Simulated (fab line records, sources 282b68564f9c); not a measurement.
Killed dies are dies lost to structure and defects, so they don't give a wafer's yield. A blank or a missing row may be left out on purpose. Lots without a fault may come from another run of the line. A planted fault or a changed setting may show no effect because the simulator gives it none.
A struck lot beside a sound one | flow rit_cmos | 15 steps out of a route of 202
Sound: wafers L883.3, L883.5, L883.6. Struck: wafers L892.1, L892.2, L892.4. The cause comes at the end.
At each step with rows: each side's tool, then ch and its chambers, then its first start. Under that, the readings that differ: sound wafers | struck wafers | difference of the means | sigmas: that difference in standard deviations of wafers without a fault.
alike: readings whose means differ by less than 2 such deviations, and words and numbers that are the same on both sides. not compared: withheld readings, readings that some wafer has no value for, bounds like >300 that may hide the same value, and numbers for which the record gives no deviation and whose values overlap.
The two part at a step that has a row with sigmas, a row that says differs or no value, or rows on one side only. Numbers that don't overlap but have no deviation are shown without sigmas and don't part them. A reading that every wafer of one side lacks parts them only if that side has two wafers or more.

first, 5 steps without rows for these wafers: RIT_M1_COAT_04 (resist thk 1300 nm); RIT_M1_SOFTBAKE_05 (time 60 s); RIT_M1_EXPOSE_06 (exposes mask M12, target cd 2600 nm); RIT_M1_PEB_07; RIT_M1_DEVELOP_08 (develop time 68 s).
RIT_M1_CD_MEAS_09: target cd 2600 nm.
  sound on cd_sem-01, day 3 20:11; struck on cd_sem-01, day 5 16:59
  alike: cd_nm
RIT_M1_OVL_MEAS_10:
  sound on overlay-02, day 3 20:16; struck on overlay-02, day 5 17:07
  alike: M1_OVL
then, 1 step without rows for these wafers: RIT_M1_HARDBAKE_11 (time 120 s).
RIT_M1_METAL_ETCH_12: etches Al in Cl2/BCl3, stops on SiO2, time 165 s, target depth 600 nm.
  sound on rie_metal-01 ch 0,1, day 3 20:36; struck on rie_metal-01 ch 0,1, day 5 17:31
  alike: drypump_motor_current_A, oes_product_au, rf_fwd_power_W, throttle_valve_pct
  not compared: rf_hours_counter_h
then, 1 step without rows for these wafers: RIT_M1_STRIP_13 (strips in nmp, time 600 s).
RIT_M1_STRIP_14: strips in O2, time 180 s.
  sound on plasma_asher-02 ch 0,1, day 3 20:56; struck on plasma_asher-04 ch 0,1, day 5 17:52
  alike: drypump_motor_current_A
  not compared: rf_hours_counter_h
RIT_M1_CD_MEAS_90: target cd 2600 nm.
  sound on cd_sem-01, day 3 21:06; struck on cd_sem-01, day 5 18:02
  alike: cd_nm
RIT_M1_ANNEAL_15: time 1839 s.
  sound on furnace-02 ch 0, day 3 21:11; struck on furnace-02 ch 0, day 5 19:16
  reading                | sound                | struck               | difference | sigmas
  spike_tc_centre_C (C)  | 452.3 454.4 452.0    | 459.4 458.0 457.5    | +5.4       | +5
  spike_tc_load_C (C)    | 467.4 469.6 468.8    | 474.3 473.5 474.5    | +5.5       | +6
  spike_tc_source_C (C)  | 465.6 464.8 465.9    | 470.0 471.2 470.0    | +5.0       | +5
  tube_center_temp_C (C) | 449.99 449.97 450.01 | 455.06 455.09 455.12 | +5.10      | +99 or more
  tube_center_temp_C_max | 451.04 450.90 450.89 | 456.05 456.09 456.22 | +5.18      | +29
RIT_M1_BOW_MEAS_16:
  sound on film_metro-03, day 3 22:43; struck on film_metro-02, day 5 20:46
  alike: M1_BOW
RIT_M1_PROBE_99:
  sound on prober-01, day 3 22:54; struck on prober-02, day 5 20:53
  alike: defect_limited_yield, killed_at_front_end, killed_dies, killed_open, killed_short, sort_bin_3_pad_short, sort_bin_5_function, sort_bin_6_memory, sort_n_pass, sort_yield_pct
  not compared: model.etest.nmos_0p15.junction_log10_a_um, model.etest.nmos_narrow.off_log10_a_um

WHERE THEY PART
Only at RIT_M1_ANNEAL_15, within this record. Later steps at which nothing parts them and some readings are alike: RIT_M1_BOW_MEAS_16, RIT_M1_PROBE_99.

WHY: what the simulator had put in
Process parameter drift: furnace-02, from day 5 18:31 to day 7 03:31, at RIT_M1_ANNEAL_15. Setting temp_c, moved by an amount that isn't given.
